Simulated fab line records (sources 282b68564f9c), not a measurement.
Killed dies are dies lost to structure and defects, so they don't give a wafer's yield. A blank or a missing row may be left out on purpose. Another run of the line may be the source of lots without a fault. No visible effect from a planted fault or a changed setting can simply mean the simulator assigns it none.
fab line records ; flow rit-cmos
record lots=5; wafers=23
route steps=202 shown ACTIVE@2 FOX2@23 NWELL@30 NRETRO@54 PRETRO@66 GATE@78
start-h: hours from the record's opening day to when the first of the lot's shown wafers began ; wait-h: time in hours since the lot's previous step ; " identical to the entry in the row above ; L1.1+2: one row covering several wafers at once ; - either no value or no given start ; * or withheld: withheld ; < > ~ a bound
route shown NAME@n: names a module that has steps shown in the file, with the first one's number in the route ; usual: mean/standard deviation of fault-free wafers ; same: alike in all rows ; chamber/n: place in a boat ; sites: the reading at each site ; _std_site: standard deviation of those values ; _edge_site: outer sites' mean less inner sites' ; radius-mm: for every site, how far away it sits from the centre of the wafer ; mask NAME#n: copy n ; behind: the tool/chamber that last shaped the wafer ; hold: why the lot was held/for how many hours/how that ended ; device: the n, p or np transistor that did not switch ; end of line: the tests these same wafers got at the end of their route ; a step with no rows: only its recipe ; killed: the dies lost at the first sort to structure and to defects; this is not the yield of the wafer ; map: a wafer's dies, x killed, . not, _ none there
set.NAME: the setting the step ran with; set.NAME@STEP: the setting that earlier step ran with ; model.NAME: the simulator's own value behind a step, which no gauge read
lots whose settings were changed on purpose; a table a step, a row a wafer
## steps
# step RIT_ACTIVE_OXIDATION_01
# recipe temp-c=1000; ambient=O2; target-thk-a=468; ox-time-s=3360
lot.wafer;tool;chamber;start-h;wait-h;set.temp-c;model.SiO2_of_ACTIVE_OXIDATION_01.thk-nm
L075.1;-;-;-;0.1;1000;47.64
L075.3;-;-;-;0.1;1000;47.29
L075.4;-;-;-;0.1;1000;46.06
L075.5;-;-;-;0.1;1000;47.59
L075.6;-;-;-;0.1;1000;47.24
L077.1;furnace-03;0;25.12;0.1;1000;48.06
L077.4;furnace-03;0;25.12;0.1;1000;46.52
L077.6;furnace-03;0;25.12;0.1;1000;47.12
L080.1;-;-;-;0.1;975.7;36.54
L080.2;-;-;-;0.1;975.7;37.42
L080.3;-;-;-;0.1;975.7;36.86
L080.5;-;-;-;0.1;975.7;36.37
L080.6;-;-;-;0.1;975.7;37.38
L081.1;-;-;-;0.1;1013;52.28
L081.2;-;-;-;0.1;1013;51.81
L081.4;-;-;-;0.1;1013;51.3
L081.5;-;-;-;0.1;1013;52.36
L081.6;-;-;-;0.1;1013;52.05
L082.1+6;-;-;-;0.4;1000;47.62
L082.2;-;-;-;0.4;1000;46.87
L082.4;-;-;-;0.4;1000;47.21
L082.5;-;-;-;0.4;1000;46.34
# step RIT_ACTIVE_THK_MEAS_02
# recipe reads=SiO2_of_ACTIVE_OXIDATION_01
# usual ACTIVE_OXIDE_THK=46.6/0.67
lot.wafer;tool;chamber;start-h;wait-h;set.temp-c@ACTIVE_OXIDATION_01;ACTIVE_OXIDE_THK[nm]
L075.1;film-metro-03;-;-;-;1000;47.6
L075.3;film-metro-03;-;-;-;1000;47.2
L075.4;film-metro-03;-;-;-;1000;46.1
L075.5;film-metro-03;-;-;-;1000;47.6
L075.6;film-metro-03;-;-;-;1000;47.3
L077.1;film-metro-02;-;27.05;0.0;1000;48.1
L077.4;film-metro-02;-;27.05;0.0;1000;46.5
L077.6;film-metro-02;-;27.05;0.0;1000;47.1
L080.1;film-metro-02;-;-;-;975.7;36.6
L080.2;film-metro-02;-;-;-;975.7;37.4
L080.3;film-metro-02;-;-;-;975.7;36.9
L080.5;film-metro-02;-;-;-;975.7;36.4
L080.6;film-metro-02;-;-;-;975.7;37.4
L081.1;film-metro-03;-;-;-;1013;52.3
L081.2;film-metro-03;-;-;-;1013;51.8
L081.4;film-metro-03;-;-;-;1013;51.3
L081.5;film-metro-03;-;-;-;1013;52.4
L081.6;film-metro-03;-;-;-;1013;52.0
L082.1;film-metro-03;-;-;-;1000;47.6
L082.2;film-metro-03;-;-;-;1000;46.9
L082.4;film-metro-03;-;-;-;1000;47.2
L082.5;film-metro-03;-;-;-;1000;46.3
L082.6;film-metro-03;-;-;-;1000;47.6
# step RIT_FOX2_OXIDATION_00
# recipe temp-c=1100; ambient=H2O; target-thk-a=3507; p-h2o-torr=720; ox-time-s=1130
lot.wafer;tool;chamber;start-h;wait-h;set.ox-time-s;model.SiO2_of_FOX2_OXIDATION_00.thk-nm
L075.1;-;-;-;0.0;1130;354.9
L075.3;-;-;-;0.0;1130;353.9
L075.4;-;-;-;0.0;1130;354.4
L075.5;-;-;-;0.0;1130;348
L075.6;-;-;-;0.0;1130;357.3
L077.1;furnace-01;0;32.41;0.0;1130;354.5
L077.4;furnace-01;0;32.41;0.0;1130;359.6
L077.6;furnace-01;0;32.41;0.0;1130;355.1
L080.1;-;-;-;0.0;1006;324.7
L080.2;-;-;-;0.0;1006;330.5
L080.3;-;-;-;0.0;1006;332.7
L080.5;-;-;-;0.0;1006;325.6
L080.6;-;-;-;0.0;1006;325.1
L081.1;-;-;-;0.1;1003;329.6
L081.2;-;-;-;0.1;1003;330.7
L081.4;-;-;-;0.1;1003;329.1
L081.5;-;-;-;0.1;1003;328.8
L081.6;-;-;-;0.1;1003;331.3
L082.1;-;-;-;0.0;1268;367.7
L082.2;-;-;-;0.0;1268;370.3
L082.4;-;-;-;0.0;1268;367.6
L082.5;-;-;-;0.0;1268;365.1
L082.6;-;-;-;0.0;1268;364.6
# step RIT_FOX2_THK_MEAS_01
# recipe reads=SiO2_of_FOX2_OXIDATION_00
# usual FOX2_OXIDE_THK=351/6.9
lot.wafer;tool;chamber;start-h;wait-h;set.ox-time-s@FOX2_OXIDATION_00;FOX2_OXIDE_THK[nm]
L075.1;film-metro-04;-;-;-;1130;355
L075.3;film-metro-04;-;-;-;1130;354
L075.4;film-metro-04;-;-;-;1130;354
L075.5;film-metro-04;-;-;-;1130;348
L075.6;film-metro-04;-;-;-;1130;357
L077.1;film-metro-01;-;33.72;0.0;1130;355
L077.4;film-metro-01;-;33.72;0.0;1130;360
L077.6;film-metro-01;-;33.72;0.0;1130;355
L080.1;film-metro-01;-;-;-;1006;325
L080.2;film-metro-01;-;-;-;1006;331
L080.3;film-metro-01;-;-;-;1006;333
L080.5;film-metro-01;-;-;-;1006;326
L080.6;film-metro-01;-;-;-;1006;325
L081.1;film-metro-04;-;-;-;1003;330
L081.2;film-metro-04;-;-;-;1003;331
L081.4;film-metro-04;-;-;-;1003;329
L081.5;film-metro-04;-;-;-;1003;329
L081.6;film-metro-04;-;-;-;1003;331
L082.1;film-metro-04;-;-;-;1268;367
L082.2;film-metro-04;-;-;-;1268;370
L082.4;film-metro-04;-;-;-;1268;368
L082.5;film-metro-04;-;-;-;1268;365
L082.6;film-metro-04;-;-;-;1268;365
# step RIT_FOX2_CLEAN_02
# recipe chemistry=dHF; dilution=50:1; time-s=180
# step RIT_FOX2_WET_ETCH_03
# recipe chemistry=H3PO4; target=Si3N4; target-depth-nm=195; temp-c=165; time-s=2700
lot.wafer;tool;chamber;start-h;wait-h;set.temp-c@ACTIVE_OXIDATION_01;model.SiO2_of_ACTIVE_OXIDATION_01.thk-nm
L075.1;wet-bench-04;0;23.58;0.0;1000;41.76
L075.3;wet-bench-04;0;23.58;0.0;1000;41.96
L075.4;wet-bench-04;0;23.58;0.0;1000;39.84
L075.5;wet-bench-04;0;23.58;0.0;1000;42.22
L075.6;wet-bench-04;0;23.58;0.0;1000;41.43
L077.1;wet-bench-04;3;33.84;0.0;1000;42.6
L077.4;wet-bench-04;3;33.84;0.0;1000;41.21
L077.6;wet-bench-04;3;33.84;0.0;1000;41.74
L080.1;wet-bench-01;1;48.46;0.0;975.7;32.44
L080.2;wet-bench-01;1;48.46;0.0;975.7;33.22
L080.3;wet-bench-01;1;48.46;0.0;975.7;32.73
L080.5;wet-bench-01;1;48.46;0.0;975.7;32.3
L080.6;wet-bench-01;1;48.46;0.0;975.7;33.17
L081.1;wet-bench-01;2;53.81;0.0;1013;46.43
L081.2;wet-bench-01;2;53.81;0.0;1013;46.01
L081.4;wet-bench-01;2;53.81;0.0;1013;45.53
L081.5;wet-bench-01;2;53.81;0.0;1013;46.48
L081.6;wet-bench-01;2;53.81;0.0;1013;46.21
L082.1;wet-bench-04;1;59.16;0.0;1000;41.69
L082.2;wet-bench-04;1;59.16;0.0;1000;41.56
L082.4;wet-bench-04;1;59.16;0.0;1000;41.84
L082.5;wet-bench-04;1;59.16;0.0;1000;40.04
L082.6;wet-bench-04;1;59.16;0.0;1000;42.23
# step RIT_FOX2_THK_MEAS_90
# recipe reads=SiO2_of_FOX2_OXIDATION_00
# usual FIELD_OXIDE_LEFT_1_THK=324/6.8
lot.wafer;tool;chamber;start-h;wait-h;set.ox-time-s@FOX2_OXIDATION_00;FIELD_OXIDE_LEFT_1_THK[nm]
L075.1;film-metro-02;-;24.41;0.0;1130;327
L075.3;film-metro-02;-;24.41;0.0;1130;327
L075.4;film-metro-02;-;24.41;0.0;1130;327
L075.5;film-metro-02;-;24.41;0.0;1130;321
L075.6;film-metro-02;-;24.41;0.0;1130;330
L077.1;film-metro-02;-;34.60;0.0;1130;327
L077.4;film-metro-02;-;34.60;0.0;1130;332
L077.6;film-metro-02;-;34.60;0.0;1130;328
L080.1;film-metro-04;-;49.21;0.0;1006;297
L080.2;film-metro-04;-;49.21;0.0;1006;303
L080.3;film-metro-04;-;49.21;0.0;1006;305
L080.5;film-metro-04;-;49.21;0.0;1006;298
L080.6;film-metro-04;-;49.21;0.0;1006;298
L081.1;film-metro-04;-;54.57;0.0;1003;302
L081.2;film-metro-04;-;54.57;0.0;1003;303
L081.4;film-metro-04;-;54.57;0.0;1003;302
L081.5;film-metro-04;-;54.57;0.0;1003;301
L081.6;film-metro-04;-;54.57;0.0;1003;304
L082.1;film-metro-04;-;59.91;0.0;1268;340
L082.2;film-metro-04;-;59.91;0.0;1268;342
L082.4;film-metro-04;-;59.91;0.0;1268;340
L082.5;film-metro-04;-;59.91;0.0;1268;337
L082.6;film-metro-04;-;59.91;0.0;1268;337
# step RIT_NWELL_SOFTBAKE_02
# recipe resist=NOVOLAK; temp-c=90; time-s=60
lot.wafer;tool;chamber;start-h;wait-h;set.temp-c;model.NOVOLAK_of_NWELL_COAT_01.thk-nm
L075.1;litho-track-02;0;24.77;0.1;92.78;1293
L075.3;litho-track-02;0;24.77;0.1;92.78;1294
L075.4;litho-track-02;0;24.77;0.1;90;1306
L075.5;litho-track-02;0;24.77;0.1;90;1304
L075.6;litho-track-02;0;24.77;0.1;90;1305
L077.1;litho-track-03;0;34.96;0.1;90;1303
L077.4;litho-track-03;0;34.96;0.1;90;1302
L077.6;litho-track-03;0;34.96;0.1;90;1301
L080.1+3;litho-track-02;0;49.57;0.1;90;1305
L080.2;litho-track-02;0;49.57;0.1;90;1307
L080.5;litho-track-02;0;49.57;0.1;90;1303
L080.6;litho-track-02;0;49.57;0.1;90;1302
L081.1+4;litho-track-01;0;54.94;0.1;91.28;1298
L081.2+6;litho-track-01;0;54.94;0.1;90;1301
L081.5;litho-track-01;0;54.94;0.1;90;1303
L082.1+5;litho-track-01;0;60.27;0.1;92.37;1286
L082.2;litho-track-01;0;60.27;0.1;90;1295
L082.4;litho-track-01;0;60.27;0.1;90;1296
L082.6;litho-track-01;0;60.27;0.1;92.37;1288
# step RIT_NWELL_IMPLANT_08
# recipe species=P; energy-kev=170; dose-cm2=5e+13; tilt-deg=7
lot.wafer;tool;chamber;start-h;wait-h;set.energy-kev;model.implant.rp-nm;model.implant.drp-nm
L075.1+3+4+5+6;implanter-01;0;25.76;0.2;170;219;68.82
L077.1+4+6;implanter-01;0;35.95;0.2;170;209.5;68.82
L080.1+3;implanter-02;0;50.57;0.2;170;209.6;68.82
L080.2+5+6;implanter-02;0;50.57;0.2;166.9;205.7;67.9
L081.1+5;implanter-01;0;55.93;0.2;170;216.3;68.82
L081.2+4+6;implanter-01;0;55.93;0.2;176.2;224.4;70.7
L082.1+2+4+5+6;implanter-04;0;61.26;0.2;170;214.1;68.82
# step RIT_NRETRO_COAT_01
# recipe resist=NOVOLAK; spin-rpm=2000; resist-thk-nm=1300
lot.wafer;tool;chamber;start-h;wait-h;set.resist-thk-nm;model.NOVOLAK_of_NRETRO_COAT_01.thk-nm
L075.1+4;litho-track-02;0;33.41;0.1;1268;1268
L075.3+6;litho-track-02;0;33.41;0.1;1300;1301
L075.5;litho-track-02;0;33.41;0.1;1300;1304
L077.1;litho-track-02;0;43.57;0.1;1300;1300
L077.4;litho-track-02;0;43.57;0.1;1300;1298
L077.6;litho-track-02;0;43.57;0.1;1300;1297
L080.1;litho-track-02;0;58.37;0.1;1300;1316
L080.2;litho-track-02;0;58.37;0.1;1300;1309
L080.3;litho-track-02;0;58.37;0.1;1278;1287
L080.5;litho-track-02;0;58.37;0.1;1278;1289
L080.6;litho-track-02;0;58.37;0.1;1278;1286
L081.1+2;litho-track-03;0;63.46;0.1;1300;1302
L081.4;litho-track-03;0;63.46;0.1;1300;1304
L081.5;litho-track-03;0;63.46;0.1;1354;1359
L081.6;litho-track-03;0;63.46;0.1;1354;1352
L082.1;litho-track-02;0;69.62;0.1;1300;1306
L082.2;litho-track-02;0;69.62;0.1;1300;1302
L082.4;litho-track-02;0;69.62;0.1;1326;1333
L082.5;litho-track-02;0;69.62;0.1;1300;1309
L082.6;litho-track-02;0;69.62;0.1;1326;1335
# step RIT_NRETRO_SOFTBAKE_02
# recipe resist=NOVOLAK; temp-c=90; time-s=60
lot.wafer;tool;chamber;start-h;wait-h;set.temp-c;set.resist-thk-nm@NRETRO_COAT_01;model.NOVOLAK_of_NRETRO_COAT_01.thk-nm
L075.1;litho-track-02;0;33.56;0.1;90;1268;1268
L075.3;litho-track-02;0;33.56;0.1;90;1300;1301
L075.4;litho-track-02;0;33.56;0.1;86.74;1268;1268
L075.5;litho-track-02;0;33.56;0.1;90;1300;1304
L075.6;litho-track-02;0;33.56;0.1;86.74;1300;1301
L077.1;litho-track-02;0;43.72;0.1;90;1300;1300
L077.4;litho-track-02;0;43.72;0.1;90;1300;1298
L077.6;litho-track-02;0;43.72;0.1;90;1300;1297
L080.1;litho-track-02;0;58.52;0.1;90;1300;1316
L080.2;litho-track-02;0;58.52;0.1;93.54;1300;1297
L080.3;litho-track-02;0;58.52;0.1;93.54;1278;1275
L080.5;litho-track-02;0;58.52;0.1;90;1278;1289
L080.6;litho-track-02;0;58.52;0.1;93.54;1278;1274
L081.1+2;litho-track-03;0;63.61;0.1;90;1300;1302
L081.4;litho-track-03;0;63.61;0.1;90;1300;1304
L081.5;litho-track-03;0;63.61;0.1;90;1354;1359
L081.6;litho-track-03;0;63.61;0.1;90;1354;1352
L082.1;litho-track-02;0;69.77;0.1;91.02;1300;1302
L082.2;litho-track-02;0;69.77;0.1;91.02;1300;1298
L082.4;litho-track-02;0;69.77;0.1;90;1326;1333
L082.5;litho-track-02;0;69.77;0.1;90;1300;1309
L082.6;litho-track-02;0;69.77;0.1;90;1326;1335
# step RIT_NRETRO_EXPOSE_03
# recipe mask-id=M4; na=0.57; target-cd-nm=43900; dose-mj=250
# step RIT_NRETRO_PEB_04
# recipe resist=NOVOLAK; temp-c=withheld; time-s=withheld
# step RIT_NRETRO_DEVELOP_05
# recipe resist=NOVOLAK; develop-time-s=68; dev-temp-c=23
# step RIT_NRETRO_HARDBAKE_07
# recipe resist=NOVOLAK; temp-c=140; time-s=120
lot.wafer;tool;chamber;start-h;wait-h;set.resist-thk-nm@NRETRO_COAT_01;model.NOVOLAK_of_NRETRO_COAT_01.thk-nm
L075.1+4;litho-track-04;0;34.17;0.0;1268;1109
L075.3+6;litho-track-04;0;34.17;0.0;1300;1138
L075.5;litho-track-04;0;34.17;0.0;1300;1140
L077.1;litho-track-02;0;44.34;0.0;1300;1137
L077.4+6;litho-track-02;0;44.34;0.0;1300;1135
L080.1;litho-track-04;0;59.14;0.0;1300;1151
L080.2;litho-track-04;0;59.14;0.0;1300;1145
L080.3;litho-track-04;0;59.14;0.0;1278;1126
L080.5;litho-track-04;0;59.14;0.0;1278;1127
L080.6;litho-track-04;0;59.14;0.0;1278;1125
L081.1+2;litho-track-02;0;64.22;0.0;1300;1139
L081.4;litho-track-02;0;64.22;0.0;1300;1140
L081.5;litho-track-02;0;64.22;0.0;1354;1187
L081.6;litho-track-02;0;64.22;0.0;1354;1182
L082.1;litho-track-04;0;70.56;0.0;1300;1142
L082.2;litho-track-04;0;70.56;0.0;1300;1138
L082.4;litho-track-04;0;70.56;0.0;1326;1165
L082.5;litho-track-04;0;70.56;0.0;1300;1144
L082.6;litho-track-04;0;70.56;0.0;1326;1167
# step RIT_PRETRO_SOFTBAKE_02
# recipe resist=NOVOLAK; temp-c=90; time-s=60
lot.wafer;tool;chamber;start-h;wait-h;set.temp-c
L075.1+4+5;litho-track-04;0;35.11;0.1;90
L075.3+6;litho-track-04;0;35.11;0.1;87.83
L077.1+4+6;litho-track-02;0;45.35;0.1;90
L080.1+5+6;litho-track-02;0;60.07;0.1;93.69
L080.2+3;litho-track-02;0;60.07;0.1;90
L081.1+2+6;litho-track-01;0;65.16;0.1;90
L081.4+5;litho-track-01;0;65.16;0.1;93.23
L082.1+5;litho-track-01;0;71.49;0.1;90
L082.2+4+6;litho-track-01;0;71.49;0.1;87.28
# step RIT_PRETRO_EXPOSE_03
# recipe mask-id=M5; na=0.57; target-cd-nm=43700; dose-mj=250
# step RIT_PRETRO_PEB_04
# recipe resist=NOVOLAK; temp-c=withheld; time-s=withheld
# step RIT_PRETRO_DEVELOP_05
# recipe resist=NOVOLAK; develop-time-s=68; dev-temp-c=23
lot.wafer;tool;chamber;start-h;wait-h;set.temp-c@PRETRO_SOFTBAKE_02;model.NOVOLAK_of_PRETRO_COAT_01.thk-nm
L075.1;litho-track-04;0;-;-;90;1301
L075.3;litho-track-04;0;-;-;87.83;1306
L075.4;litho-track-04;0;-;-;90;1299
L075.5;litho-track-04;0;-;-;90;1300
L075.6;litho-track-04;0;-;-;87.83;1309
L077.1;litho-track-02;0;-;-;90;1302
L077.4+6;litho-track-02;0;-;-;90;1300
L080.1;litho-track-04;0;-;-;93.69;1290
L080.2;litho-track-04;0;-;-;90;1305
L080.3;litho-track-04;0;-;-;90;1304
L080.5;litho-track-04;0;-;-;93.69;1289
L080.6;litho-track-04;0;-;-;93.69;1288
L081.1;litho-track-02;0;-;-;90;1290
L081.2;litho-track-02;0;-;-;90;1301
L081.4;litho-track-02;0;-;-;93.23;1285
L081.5;litho-track-02;0;-;-;93.23;1287
L081.6;litho-track-02;0;-;-;90;1296
L082.1;litho-track-01;0;-;-;90;1293
L082.2+4;litho-track-01;0;-;-;87.28;1304
L082.5;litho-track-01;0;-;-;90;1297
L082.6;litho-track-01;0;-;-;87.28;1305
# step RIT_PRETRO_IMPLANT_08
# recipe species=B; energy-kev=45; dose-cm2=1.2e+13; tilt-deg=7
lot.wafer;tool;chamber;start-h;wait-h;set.energy-kev;model.implant.rp-nm;model.implant.drp-nm
L075.1+4+6;implanter-03;0;35.97;0.2;46.03;148.6;55.81
L075.3+5;implanter-03;0;35.97;0.2;45;145.5;55.07
L077.1+4+6;implanter-03;0;46.34;0.2;45;144.1;55.07
L080.1+2+3;implanter-01;0;60.94;0.2;45;153.4;55.07
L080.5+6;implanter-01;0;60.94;0.2;43.25;147.7;53.78
L081.1+2+4+5+6;implanter-03;0;66.02;0.2;45;142.3;55.07
L082.1+2+4+5+6;implanter-03;0;72.36;0.2;45;143.2;55.07
# step RIT_PRETRO_STRIP_09
# recipe chemistry=O2; time-s=180; resist=NOVOLAK; platen-temp-c=withheld; power-w=500; pressure-mtorr=4000; o2-flow-sccm=4000
# step RIT_GATE_CLEAN_03
# recipe chemistry=SC2; mix=3:3:50; time-s=600; temp-c=75; dry=n2-spin
# step RIT_GATE_CLEAN_04
# recipe chemistry=dHF; dilution=50:1; time-s=60; dry=n2-spin
# step RIT_FOX2_THK_MEAS_91
# recipe reads=SiO2_of_FOX2_OXIDATION_00
# usual FIELD_OXIDE_LEFT_2_THK=256/6.9
lot.wafer;tool;chamber;start-h;wait-h;set.ox-time-s@FOX2_OXIDATION_00;FIELD_OXIDE_LEFT_2_THK[nm]
L075.1;film-metro-02;-;36.77;0.0;1130;259
L075.3;film-metro-02;-;36.77;0.0;1130;258
L075.4;film-metro-02;-;36.77;0.0;1130;259
L075.5;film-metro-02;-;36.77;0.0;1130;252
L075.6;film-metro-02;-;36.77;0.0;1130;261
L077.1;film-metro-02;-;47.14;0.0;1130;259
L077.4;film-metro-02;-;47.14;0.0;1130;264
L077.6;film-metro-02;-;47.14;0.0;1130;260
L080.1;film-metro-01;-;61.76;0.0;1006;228
L080.2;film-metro-01;-;61.76;0.0;1006;234
L080.3;film-metro-01;-;61.76;0.0;1006;237
L080.5;film-metro-01;-;61.76;0.0;1006;229
L080.6;film-metro-01;-;61.76;0.0;1006;229
L081.1;film-metro-04;-;66.84;0.0;1003;233
L081.2;film-metro-04;-;66.84;0.0;1003;234
L081.4;film-metro-04;-;66.84;0.0;1003;233
L081.5;film-metro-04;-;66.84;0.0;1003;233
L081.6;film-metro-04;-;66.84;0.0;1003;235
L082.1;film-metro-02;-;73.20;0.0;1268;272
L082.2;film-metro-02;-;73.20;0.0;1268;274
L082.4;film-metro-02;-;73.20;0.0;1268;272
L082.5;film-metro-02;-;73.20;0.0;1268;269
L082.6;film-metro-02;-;73.20;0.0;1268;269
# step RIT_GATE_OXIDATION_05
# recipe temp-c=900; ambient=O2; target-thk-a=30; ox-time-s=270
lot.wafer;tool;chamber;start-h;wait-h;set.temp-c;model.SiO2_of_GATE_OXIDATION_05.thk-nm
L075.1;-;-;-;0.3;922.9;3.908
L075.3;-;-;-;0.3;922.9;3.914
L075.4;-;-;-;0.3;922.9;3.919
L075.5;-;-;-;0.3;922.9;3.915
L075.6;-;-;-;0.3;922.9;3.889
L077.1;furnace-04;0;49.71;2.6;900;2.921
L077.4;furnace-04;0;49.71;2.6;900;3.009
L077.6;furnace-04;0;49.71;2.6;900;2.98
L080.1;-;-;-;1.3;885.4;2.507
L080.2;-;-;-;1.3;885.4;2.476
L080.3;-;-;-;1.3;885.4;2.517
L080.5;-;-;-;1.3;885.4;2.531
L080.6;-;-;-;1.3;885.4;2.544
L081.1;-;-;-;0.6;886.1;2.506
L081.2;-;-;-;0.6;886.1;2.488
L081.4;-;-;-;0.6;886.1;2.516
L081.5;-;-;-;0.6;886.1;2.508
L081.6;-;-;-;0.6;886.1;2.515
L082.1;-;-;-;0.1;900;3.069
L082.2;-;-;-;0.1;900;3.061
L082.4;-;-;-;0.1;900;3.085
L082.5;-;-;-;0.1;900;3.073
L082.6;-;-;-;0.1;900;3.06
# step RIT_GATE_ANNEAL_06
# recipe temp-c=900; time-s=600; ambient=N2O
# step RIT_GATE_THK_MEAS_07
# recipe reads=SiO2_of_GATE_OXIDATION_05
# usual GATE_OXIDE_THK=2.99/0.066
lot.wafer;tool;chamber;start-h;wait-h;set.temp-c@GATE_OXIDATION_05;GATE_OXIDE_THK[nm]
L075.1;film-metro-01;-;38.38;0.0;922.9;3.94
L075.3;film-metro-01;-;38.38;0.0;922.9;3.93
L075.4;film-metro-01;-;38.38;0.0;922.9;3.89
L075.5;film-metro-01;-;38.38;0.0;922.9;3.86
L075.6;film-metro-01;-;38.38;0.0;922.9;3.88
L077.1;film-metro-01;-;51.04;0.0;900;2.91
L077.4;film-metro-01;-;51.04;0.0;900;3.00
L077.6;film-metro-01;-;51.04;0.0;900;2.99
L080.1;film-metro-02;-;67.46;0.0;885.4;2.49
L080.2;film-metro-02;-;67.46;0.0;885.4;2.51
L080.3;film-metro-02;-;67.46;0.0;885.4;2.55
L080.5;film-metro-02;-;67.46;0.0;885.4;2.49
L080.6;film-metro-02;-;67.46;0.0;885.4;2.55
L081.1;film-metro-04;-;68.78;0.0;886.1;2.45
L081.2;film-metro-04;-;68.78;0.0;886.1;2.50
L081.4;film-metro-04;-;68.78;0.0;886.1;2.54
L081.5;film-metro-04;-;68.78;0.0;886.1;2.51
L081.6;film-metro-04;-;68.78;0.0;886.1;2.49
L082.1;film-metro-02;-;75.90;0.0;900;3.03
L082.2;film-metro-02;-;75.90;0.0;900;3.04
L082.4;film-metro-02;-;75.90;0.0;900;3.05
L082.5;film-metro-02;-;75.90;0.0;900;3.14
L082.6;film-metro-02;-;75.90;0.0;900;3.04
# step RIT_GATE_COAT_11
# recipe resist=NOVOLAK; spin-rpm=4250; resist-thk-nm=850
lot.wafer;tool;chamber;start-h;wait-h;set.resist-thk-nm;model.NOVOLAK_of_GATE_COAT_11.thk-nm
L075.1;litho-track-02;0;40.36;0.1;808.6;810.3
L075.3;litho-track-02;0;40.36;0.1;808.6;809
L075.4;litho-track-02;0;40.36;0.1;808.6;810.7
L075.5;litho-track-02;0;40.36;0.1;850;851.4
L075.6;litho-track-02;0;40.36;0.1;850;850
L077.1+4;litho-track-02;0;52.93;0.1;850;852.5
L077.6;litho-track-02;0;52.93;0.1;850;851.1
L080.1;litho-track-03;0;70.15;0.1;850;848.8
L080.2;litho-track-03;0;70.15;0.1;850;853.3
L080.3;litho-track-03;0;70.15;0.1;850;850.4
L080.5;litho-track-03;0;70.15;0.1;850;851.7
L080.6;litho-track-03;0;70.15;0.1;850;849.2
L081.1;litho-track-01;0;70.69;0.1;850;842.6
L081.2;litho-track-01;0;70.69;0.1;886;881.3
L081.4;litho-track-01;0;70.69;0.1;886;880.2
L081.5;litho-track-01;0;70.69;0.1;886;881.5
L081.6;litho-track-01;0;70.69;0.1;850;844.9
L082.1;litho-track-01;0;77.78;0.1;850;844.1
L082.2;litho-track-01;0;77.78;0.1;831.4;824.5
L082.4+5;litho-track-01;0;77.78;0.1;831.4;827.4
L082.6;litho-track-01;0;77.78;0.1;850;847.9
## key
split step=RIT_ACTIVE_OXIDATION_01; setting=temp-c; stated=1000; by=lot
response step=RIT_ACTIVE_OXIDATION_01; reading=model.SiO2_of_ACTIVE_OXIDATION_01.thk-nm; change=+4.07; per=1%; r=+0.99
response step=RIT_ACTIVE_THK_MEAS_02; reading=ACTIVE_OXIDE_THK; change=+4.07; per=1%; r=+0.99
response step=RIT_FOX2_WET_ETCH_03; reading=model.SiO2_of_ACTIVE_OXIDATION_01.thk-nm; change=+3.59; per=1%; r=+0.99
split step=RIT_FOX2_OXIDATION_00; setting=ox-time-s; stated=1130; by=lot
response step=RIT_FOX2_OXIDATION_00; reading=model.SiO2_of_FOX2_OXIDATION_00.thk-nm; change=+1.71; per=1%; r=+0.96
response step=RIT_FOX2_THK_MEAS_01; reading=FOX2_OXIDE_THK; change=+1.71; per=1%; r=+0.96
response step=RIT_FOX2_THK_MEAS_90; reading=FIELD_OXIDE_LEFT_1_THK; change=+1.69; per=1%; r=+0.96
response step=RIT_FOX2_THK_MEAS_91; reading=FIELD_OXIDE_LEFT_2_THK; change=+1.72; per=1%; r=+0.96
split step=RIT_NWELL_SOFTBAKE_02; setting=temp-c; stated=90; by=wafer
response step=RIT_NWELL_SOFTBAKE_02; reading=model.NOVOLAK_of_NWELL_COAT_01.thk-nm; change=-3.6; per=1%; r=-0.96
split step=RIT_NWELL_IMPLANT_08; setting=energy-kev; stated=170; by=wafer
response step=RIT_NWELL_IMPLANT_08; reading=model.implant.rp-nm; change=+2.21; per=1%; r=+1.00
response step=RIT_NWELL_IMPLANT_08; reading=model.implant.drp-nm; change=+0.514; per=1%; r=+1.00
split step=RIT_NRETRO_COAT_01; setting=resist-thk-nm; stated=1300; by=wafer
response step=RIT_NRETRO_COAT_01; reading=model.NOVOLAK_of_NRETRO_COAT_01.thk-nm; change=+13.3; per=1%; r=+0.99
response step=RIT_NRETRO_SOFTBAKE_02; reading=model.NOVOLAK_of_NRETRO_COAT_01.thk-nm; change=+13.6; per=1%; r=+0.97
response step=RIT_NRETRO_HARDBAKE_07; reading=model.NOVOLAK_of_NRETRO_COAT_01.thk-nm; change=+11.5; per=1%; r=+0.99
split step=RIT_NRETRO_SOFTBAKE_02; setting=temp-c; stated=90; by=wafer
response none clear
split step=RIT_PRETRO_SOFTBAKE_02; setting=temp-c; stated=90; by=wafer
response step=RIT_PRETRO_DEVELOP_05; reading=model.NOVOLAK_of_PRETRO_COAT_01.thk-nm; change=-3.31; per=1%; r=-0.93
split step=RIT_PRETRO_IMPLANT_08; setting=energy-kev; stated=45; by=wafer
response step=RIT_PRETRO_IMPLANT_08; reading=model.implant.rp-nm; change=+1.43; per=1%; r=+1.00
response step=RIT_PRETRO_IMPLANT_08; reading=model.implant.drp-nm; change=+0.329; per=1%; r=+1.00
split step=RIT_GATE_OXIDATION_05; setting=temp-c; stated=900; by=lot
response step=RIT_GATE_OXIDATION_05; reading=model.SiO2_of_GATE_OXIDATION_05.thk-nm; change=+0.338; per=1%; r=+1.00
response step=RIT_GATE_THK_MEAS_07; reading=GATE_OXIDE_THK; change=+0.337; per=1%; r=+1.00
split step=RIT_GATE_COAT_11; setting=resist-thk-nm; stated=850; by=wafer
response step=RIT_GATE_COAT_11; reading=model.NOVOLAK_of_GATE_COAT_11.thk-nm; change=+8.59; per=1%; r=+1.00
